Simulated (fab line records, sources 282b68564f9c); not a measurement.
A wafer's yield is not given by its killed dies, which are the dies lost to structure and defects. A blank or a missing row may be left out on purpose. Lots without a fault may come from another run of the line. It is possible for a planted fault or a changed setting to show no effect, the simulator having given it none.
Which tool was responsible? ; flow rit_cmos ; Sampling: 14 lots, 42 wafers, 2 of 202 route steps

## WHAT THE GAUGES SHOWED, per wafer
RIT_CONTACT_THK_MEAS_01. Usual: for CONTACT_TEOS_THK the level is 400 nm and the standard deviation is 5.1.
lot;measured;on;CONTACT_TEOS_THK (nm);flag
L394;day 3 06:55;film_metro-01;405 402 406;
L397;day 3 21:42;film_metro-01;398 401 403;
L398;day 4 01:29;film_metro-03;398 409 412;
L399;day 4 05:36;film_metro-03;398 408 400;
L401;day 4 14:10;film_metro-01;399 397 400;
L402;day 4 23:01;film_metro-01;392 403 404;
L403;day 5 06:38;film_metro-04;396 395 407;
L404;day 5 09:40;film_metro-04;393 400 402;
L405;day 5 11:47;film_metro-03;398 402 406;
L406;day 5 19:21;film_metro-01;396 402 402;
L407;day 5 23:17;film_metro-03;408 405 404;
L414;day 7 11:46;film_metro-04;393 392 397;
L415;day 7 13:20;film_metro-01;369 370 384;OFF
L417;day 8 04:01;film_metro-01;366 371 381;OFF

## TOOL THAT RAN EACH LOT (tool first, then ch and the chambers of the sampled wafers, then the start)
lot;RIT_CONTACT_CVD_00
L394;pecvd-02 ch 0,1,2, day 3 06:52
L397;pecvd-02 ch 1,2, day 3 21:39
L398;pecvd-01 ch 0,2, day 4 01:26
L399;pecvd-04 ch 0,1,2, day 4 05:33
L401;pecvd-01 ch 0,1, day 4 14:07
L402;pecvd-04 ch 1,2, day 4 22:57
L403;pecvd-02 ch 0,1, day 5 06:35
L404;pecvd-01 ch 0,1,2, day 5 09:37
L405;pecvd-04 ch 1,2, day 5 11:44
L406;pecvd-02 ch 0,1,2, day 5 19:18
L407;pecvd-01 ch 0,1,2, day 5 23:14
L414;pecvd-02 ch 0,1, day 7 11:43
L415;pecvd-04 ch 0,1,2, day 7 13:17
L417;pecvd-04 ch 0,1,2, day 8 03:56
- RIT_CONTACT_CVD_00: deposits SiO2 from TEOS, target thk 400 nm, time 61 s.

## WHAT THE TOOLS THEMSELVES READ (means of the sampled wafers that have a number; where no wafer has one, the mark that the record gives instead)
RIT_CONTACT_CVD_00. Usual: heater_power_w 311 W, standard deviation 48; run_length_s 89.0 s, standard deviation 0.61.
lot;tool;heater_power_w (W);run_length_s (s);flag
L394;pecvd-02;282;89.1;
L397;pecvd-02;247;88.8;
L398;pecvd-01;327;89.5;
L399;pecvd-04;354;89.0;
L401;pecvd-01;330;88.0;
L402;pecvd-04;310;89.1;
L403;pecvd-02;277;89.0;
L404;pecvd-01;266;88.7;
L405;pecvd-04;312;89.1;
L406;pecvd-02;277;88.8;
L407;pecvd-01;336;88.7;
L414;pecvd-02;298;89.2;
L415;pecvd-04;382;84.7;OFF
L417;pecvd-04;348;84.6;OFF

## THE ANSWER, worked out from the rows above alone
Rule: a lot is off if the mean of its wafers that have a number lies more than 3 standard deviations from the usual mean. A lot without any number at a reading at which 4 lots or more have one is off too. The other lots that the step has rows for count as sound. Order of review: gauges by route order, followed by the tools' own readings, for which a lot's mean as printed above is used. The first step at which some lot is off is used, and at that step the reading that is off furthest; a lot without a number counts as furthest.
Off: at RIT_CONTACT_THK_MEAS_01 (CONTACT_TEOS_THK), L415, L417.
A tool fits if, at a process step before that reading, it ran every lot that is off, and no sound lot after the first of them. Not tried: the gauges at RIT_CONTACT_THK_MEAS_01; whatever is off there is also off at RIT_CONTACT_CVD_00, on other tools, and gauge error can't account for it. One fits: RIT_CONTACT_CVD_00 on pecvd-04. A fault onset in the window from L405 (day 5 11:44, its last sound lot) to L415 (day 7 13:17, its first lot off) fits.
On the lots that are off, the tool's own readings at RIT_CONTACT_CVD_00 differ by more than 5 times the standard deviation of the sound lots' means, which bears it out; run_length_s reads 84.7 s there versus 88.9 s on the sound lots.

## WHAT THE SIMULATOR HAD INSERTED
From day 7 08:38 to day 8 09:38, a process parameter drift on pecvd-04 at RIT_CONTACT_CVD_00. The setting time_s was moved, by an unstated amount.
Lots struck among those shown: L415, L417. The rule above reached the same finding.
